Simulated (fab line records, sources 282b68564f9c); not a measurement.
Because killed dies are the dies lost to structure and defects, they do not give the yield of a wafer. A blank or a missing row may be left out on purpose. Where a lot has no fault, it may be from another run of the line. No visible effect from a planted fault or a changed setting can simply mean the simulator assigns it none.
One fault seen from 2 desks | flow rit-cmos | what lay behind the numbers comes last; until then each desk has only its own

## AT THE TOOL OWNER'S DESK: furnace-03
Per lot that ran on this tool, the mean of the sampled wafers carrying a number, from the tool's own readings at RIT_WELLDRIVE_ANNEAL_00 (time 14700 s). Any lot whose mean is over 4 standard deviations away from the usual mean is out of limits and marked OUT; that distance is given in the brackets.
Columns: A = run-length-s at RIT_WELLDRIVE_ANNEAL_00, usual 18270 s; B = tube_center_temp_C_max at RIT_WELLDRIVE_ANNEAL_00, usual 1102.8
lot  | first seen here | A                      | B
L131 | day 2 04:47     | 18263                  | 1103.0
L133 | day 2 09:52     | 18272                  | 1103.1
L143 | day 4 12:31     | 9444 (-99 or more) OUT | 1102.7
L144 | day 4 17:46     | 9441 (-99 or more) OUT | 1102.3
Finding of this desk: L143, L144 out of limits; the first was L143 at day 4 12:31, on run-length-s at RIT_WELLDRIVE_ANNEAL_00. L131, L133: within limits.

## FROM THE METROLOGY DESK
What the gauges read for every lot (on any tool): the sampled wafers with a number, averaged. Any lot whose mean is over 4 standard deviations away from the usual mean is out of limits and marked OUT; that distance is given in the brackets.
Columns: A = NWELL_RS at RIT_WELLDRIVE_RS_MEAS_01, usual 271.8 ohm/sq; B = PWELL_RS at RIT_WELLDRIVE_RS_MEAS_02, usual 429.3 ohm/sq
lot  | first seen here | A               | B
L131 | day 2 09:54     | 271.8           | 428.3
L132 | day 2 11:19     | 271.6           | 428.9
L133 | day 2 14:56     | 271.7           | 430.6
L134 | day 2 21:58     | 270.4           | 428.9
L135 | day 3 01:05     | 273.3           | 428.2
L138 | day 3 16:40     | 271.7           | 430.5
L143 | day 4 17:38     | 317.6 (+58) OUT | 476.8 (+40) OUT
L144 | day 4 22:50     | 315.6 (+55) OUT | 475.2 (+38) OUT
L146 | day 5 09:01     | 271.3           | 427.5
L148 | day 5 16:43     | 271.6           | 429.9
L151 | day 6 08:46     | 272.5           | 428.0
L153 | day 6 18:47     | 271.2           | 429.1
This desk's result: L143, L144 out of limits, first on L143 (NWELL_RS at RIT_WELLDRIVE_RS_MEAS_01), day 4 17:38. L131, L132, L133, L134, L135, L138, L146, L148, L151, L153: within limits.

## PUT TOGETHER
The tool owner's desk had the chance to raise an alarm at day 4 12:31 on L143, L144.
L143, L144 would have let the metrology desk raise an alarm at day 4 17:38.
On furnace-03, each named lot ran RIT_WELLDRIVE_ANNEAL_00.

## WHAT WAS PUT IN BY THE SIMULATOR
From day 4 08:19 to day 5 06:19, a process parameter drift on furnace-03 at RIT_WELLDRIVE_ANNEAL_00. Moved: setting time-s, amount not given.
Shown lots that were struck: L143, L144.
Hours from the fault's start to each desk's first reading out of limits: the tool owner's desk, 4; the metrology desk, 9.
